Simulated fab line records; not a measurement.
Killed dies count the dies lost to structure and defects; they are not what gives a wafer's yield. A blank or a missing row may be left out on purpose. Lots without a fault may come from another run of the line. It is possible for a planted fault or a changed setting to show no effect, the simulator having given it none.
One fault seen from 2 desks    flow berkeley_cmos170    only its own numbers are on each desk; what lay behind them is given at the end

== DESK OF THE TOOL OWNER: wet_bench-02 ==
The tool's own readings at UCB170_M3_STRIP_08 (strips KrF in DMSO, time 600 s): means of the sampled wafers that have a number, for each lot that ran on this tool. The brackets show how far a lot's mean lies from the usual mean; more than 4 standard deviations puts the lot out of limits, marked OUT.
Columns: A = bath_guard_temp_C at UCB170_M3_STRIP_08, usual 80.3 C; B = bath_heat_duty_pct at UCB170_M3_STRIP_08, usual 18.4 %
lot   first seen here  A     B
L198  day 8 14:54      79.2  18.7
L197  day 8 17:28      81.1  20.6
L196  day 8 20:44      80.4  16.8
L199  day 9 05:19      80.5  16.7
L210  day 11 17:10     80.8  17.1
L209  day 11 18:30     80.9  17.8
L211  day 12 05:34     80.6  17.8
L214  day 13 01:47     80.8  18.5
L216  day 13 10:01     80.7  18.2
L219  day 14 02:40     81.0  21.0
This desk's verdict: no lot among the 10 shows anything out of limits.

== AT THE METROLOGY DESK ==
What the gauges read for every lot (on any tool): the sampled wafers with a number, averaged. The brackets show how far a lot's mean lies from the usual mean; more than 4 standard deviations puts the lot out of limits, marked OUT.
Columns: A = cd_nm at UCB170_V1_CD_MEAS_90, usual 700.6 nm; B = cd_nm at UCB170_M2_CD_MEAS_15, usual 699.4 nm; C = M3_AL_RS at UCB170_M3_RS_MEAS_02, usual 0.0322 ohm/sq
lot   first seen here  A      B      C
L198  day 8 08:35      701.7  699.1  0.0327
L197  day 8 09:43      700.5  697.3  0.0325
L196  day 8 13:41      699.5  699.3  0.0313
L199  day 8 23:07      699.1  700.0  0.0324
L202  day 10 03:38     702.9  698.9  0.0328
L205  day 11 04:46     700.9  700.5  0.0312
L210  day 11 08:09     703.3  698.9  0.0326
L209  day 11 09:39     702.0  697.7  0.0319
L211  day 11 22:15     700.4  700.2  0.0320
L213  day 12 06:30     702.5  700.8  0.0321
L214  day 12 18:00     699.5  699.2  0.0323
L215  day 12 19:10     700.8  700.3  0.0321
L216  day 13 00:10     699.5  698.7  0.0322
L219  day 13 16:52     700.0  699.2  0.0322
This desk's verdict: no lot among the 14 shows anything out of limits.

== ALL TOGETHER ==
The tool owner's desk saw nothing out of limits.
Metrology desk: nothing out of limits seen.

== WHAT HAD BEEN PUT IN BY THE SIMULATOR ==
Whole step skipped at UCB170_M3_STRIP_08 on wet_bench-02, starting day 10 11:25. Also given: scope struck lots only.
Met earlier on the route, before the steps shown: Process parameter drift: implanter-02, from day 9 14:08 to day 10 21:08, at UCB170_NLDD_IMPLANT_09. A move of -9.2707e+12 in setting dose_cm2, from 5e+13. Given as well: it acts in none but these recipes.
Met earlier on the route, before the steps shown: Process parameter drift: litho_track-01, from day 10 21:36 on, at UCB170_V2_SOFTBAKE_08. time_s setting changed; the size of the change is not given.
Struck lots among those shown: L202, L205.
